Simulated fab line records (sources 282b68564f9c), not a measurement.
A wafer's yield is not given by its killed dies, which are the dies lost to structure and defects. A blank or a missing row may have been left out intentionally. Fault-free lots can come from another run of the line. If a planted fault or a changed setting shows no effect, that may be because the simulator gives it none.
8D (eight disciplines) problem report, filled in by code :: flow ritCmos :: the parts of the form that need people (team, actions taken, sign-off) are left out

## 1. WHAT IS WRONG
NLDD_TW at RIT_NLDD_TW_MEAS_10 reads a mean of 30 on 6 wafers of 2 lots; wafers without a fault read 2477 with a standard deviation of 23. So: -99 or more standard deviations from the usual mean.
First observed at day 3 14:37: wafer L751.1, on filmMetro-03. Wafers with a number at this step in the record: 39, from 13 lots. The rule behind "out" and "out of limits": a value lying over 4 standard deviations away from the usual mean. The rest of the wafers with a number are treated as sound.

## 2. WHAT IT IS AND WHAT IT IS NOT
question: which readings at this step
is: NLDD_TW
is not: -

question: which lots
is: L751, L754
is not: L747, L748, L749, L750, L757, L765, L766, L767, L768, L769, L770

question: which wafers of those lots
is: all that have a number
is not: -

question: read on which gauges
is: filmMetro-03
is not: filmMetro-01, filmMetro-02

question: when
is: from day 3 14:37
is not: up to then (12 sound wafers); but 21 sound wafers of L757, L765, L766, L767, L768, L769, L770 came after

## 3. THE SUSPECTS, EACH WITH WHAT RULES IT OUT
Counting: a tool at a process step up to the reading stays a suspect if it ran every lot that is out and no sound lot after the first of them.
- the gauge at RIT_NLDD_TW_MEAS_10: kept. All the wafers that are out were read on filmMetro-03, and no step on other tools shows them out.
- lithoTrack-03 at RIT_NLDD_DEVELOP_05 (develop time 50 s): kept. All lots that are out passed through it, beginning with L751 at day 3 13:00, and no sound lot followed; its final sound lot before that point was L749 at day 3 08:00.
Left after counting: lithoTrack-03 at RIT_NLDD_DEVELOP_05, filmMetro-03 at RIT_NLDD_TW_MEAS_10.

## 4. THE CAUSE (what the simulator had put in)
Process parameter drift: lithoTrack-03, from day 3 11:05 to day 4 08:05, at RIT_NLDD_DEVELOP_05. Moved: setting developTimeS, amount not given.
Of the 2 suspects that counting leaves, this tool is one.

## 5. THE CHAIN OF EFFECTS, in route order
One row per reading whose mean, taken over the struck wafers that have a number, lies over 3 standard deviations from the usual. Only readings for which the record gives a usual standard deviation are gone through. hours: the time from each lot's start at the first step in this table that gives one to its start at this step, as a median over the lots. sigmas: the change in usual standard deviations.
hours: 0
step: RIT_NLDD_TW_MEAS_10
reading: NLDD_TW
usual: 2477
on struck wafers: 30
change: -2447
sigmas: -99 or more

## 6. HOW IT WOULD HAVE BEEN CAUGHT EARLIER
The first out-of-limits reading at a measuring or inspecting step in this record came at day 3 14:37, 4 hours after the fault's start at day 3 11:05.
No tool reading at RIT_NLDD_DEVELOP_05 that has a usual standard deviation in the record was out on any struck wafer, so an alarm limit of 4 standard deviations on those readings would not have fired.
L754, from the lots that are out (2), started RIT_NLDD_DEVELOP_05 on lithoTrack-03 later than day 3 14:37. Putting the tool on hold at that point would have spared it.
